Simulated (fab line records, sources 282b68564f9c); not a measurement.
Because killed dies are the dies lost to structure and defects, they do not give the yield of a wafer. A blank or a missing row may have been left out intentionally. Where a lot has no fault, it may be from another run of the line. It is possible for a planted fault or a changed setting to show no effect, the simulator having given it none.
A struck lot beside a sound one	flow rit cmos	18 out of 202 route steps
Sound: wafers L443.3, L443.4, L443.5. Struck: wafers L446.1, L446.2, L446.6. The cause is named last.
Per side, at each step with rows, come the tool, then ch with its chambers, and then its first start. Under that, the readings that differ: sound wafers	struck wafers	difference of the means	sigmas: that difference in standard deviations of wafers without a fault.
alike: a reading whose means differ by less than 2 such deviations, as well as words and numbers matching on both sides. not compared: withheld readings; readings where some wafer has no value; bounds like >300 that might hide an equal value; numbers whose values overlap and for which the record gives no deviation.
The two part at a step that has a row with sigmas, a row that says differs or no value, or rows on one side only. Numbers that don't overlap but have no deviation are shown without sigmas and don't part them. A reading that every wafer of one side lacks parts them only if that side has two wafers or more.

first, 1 step without rows for these wafers: RIT_PWELL_DEVELOP_05 (develop time 68 s).
RIT_PWELL_OVL_MEAS_06:
  sound: overlay-01 at day 4 15:58; struck: overlay-01 at day 5 07:41
  alike: PWELL_OVL
then, 2 steps without rows for these wafers: RIT_PWELL_HARDBAKE_07 (time 120 s); RIT_PWELL_IMPLANT_08.
RIT_PWELL_STRIP_09: strips in O2, time 180 s.
  sound on plasma asher-02 ch 0,1, day 4 16:32; struck on plasma asher-01 ch 0,1, day 5 08:14
  alike: drypump motor current A
  not compared: rf hours counter h
RIT_PWELL_TW_MEAS_10:
  sound: film metro-03 at day 4 16:41; struck: film metro-03 at day 5 08:25
  alike: PWELL_TW
then, 1 step without rows for these wafers: RIT_WELLDRIVE_ANNEAL_00 (time 14700 s).
RIT_WELLDRIVE_RS_MEAS_01: measurement is done with a four-point probe.
  sound: film metro-04 at day 4 22:36; struck: film metro-01 at day 5 14:22
  alike: NWELL_RS
RIT_WELLDRIVE_RS_MEAS_02: measurement is done with a four-point probe.
  sound: film metro-04 at day 4 22:43; struck: film metro-01 at day 5 14:29
  alike: PWELL_RS
then, 3 steps without rows for these wafers: RIT_NRETRO_HMDS_00 (prime time 60 s); RIT_NRETRO_COAT_01 (resist thk 1300 nm); RIT_NRETRO_SOFTBAKE_02 (time 60 s).
RIT_NRETRO_EXPOSE_03: exposes mask M4, target cd 43900 nm.
  sound on iline stepper-02 ch 0, day 4 23:25; struck on iline stepper-01 ch 0, day 5 15:04
reading	sound	struck	difference	sigmas
model.NRETRO.overlay x nm (nm)	-0.8652 -0.8652 -0.8652	-300 -300 -300	-299	
  alike: mask
then, 2 steps without rows for these wafers: RIT_NRETRO_PEB_04; RIT_NRETRO_DEVELOP_05 (develop time 68 s).
RIT_NRETRO_OVL_MEAS_06:
  sound: overlay-02 at day 4 23:49; struck: overlay-01 at day 5 15:29
reading	sound	struck	difference	sigmas
NRETRO_OVL (nm)	0.4 -3.7 -2.8	-300.7 -301.2 -300.7	-298.8	-99 or more
then, 1 step without rows for these wafers: RIT_NRETRO_HARDBAKE_07 (time 120 s).
RIT_M1_PROBE_99:
  sound: prober-02 at day 6 03:35; struck: prober-01 at day 6 22:33
reading	sound	struck	difference	sigmas
model.etest.well edge right.line ohm um	180.8 181.3 182.7	188.8 185.3 185.2	+4.8	
model.etest.retro edge pmos.off log10 a um	-10.49 -10.53 -10.68	-8.559 -8.245 -8.296	+2.200	
model.etest.retro edge nmos.off log10 a um	-10.04 -9.989 -10.16	-8.171 -7.852 -7.828	+2.113	
  alike: killed at front end, killed dies, killed open, killed short

WHERE THEY PART
Only at RIT_NRETRO_OVL_MEAS_06, within this record. Later steps at which nothing parts them and some readings are alike: RIT_M1_PROBE_99.

WHY: the cause the simulator had injected
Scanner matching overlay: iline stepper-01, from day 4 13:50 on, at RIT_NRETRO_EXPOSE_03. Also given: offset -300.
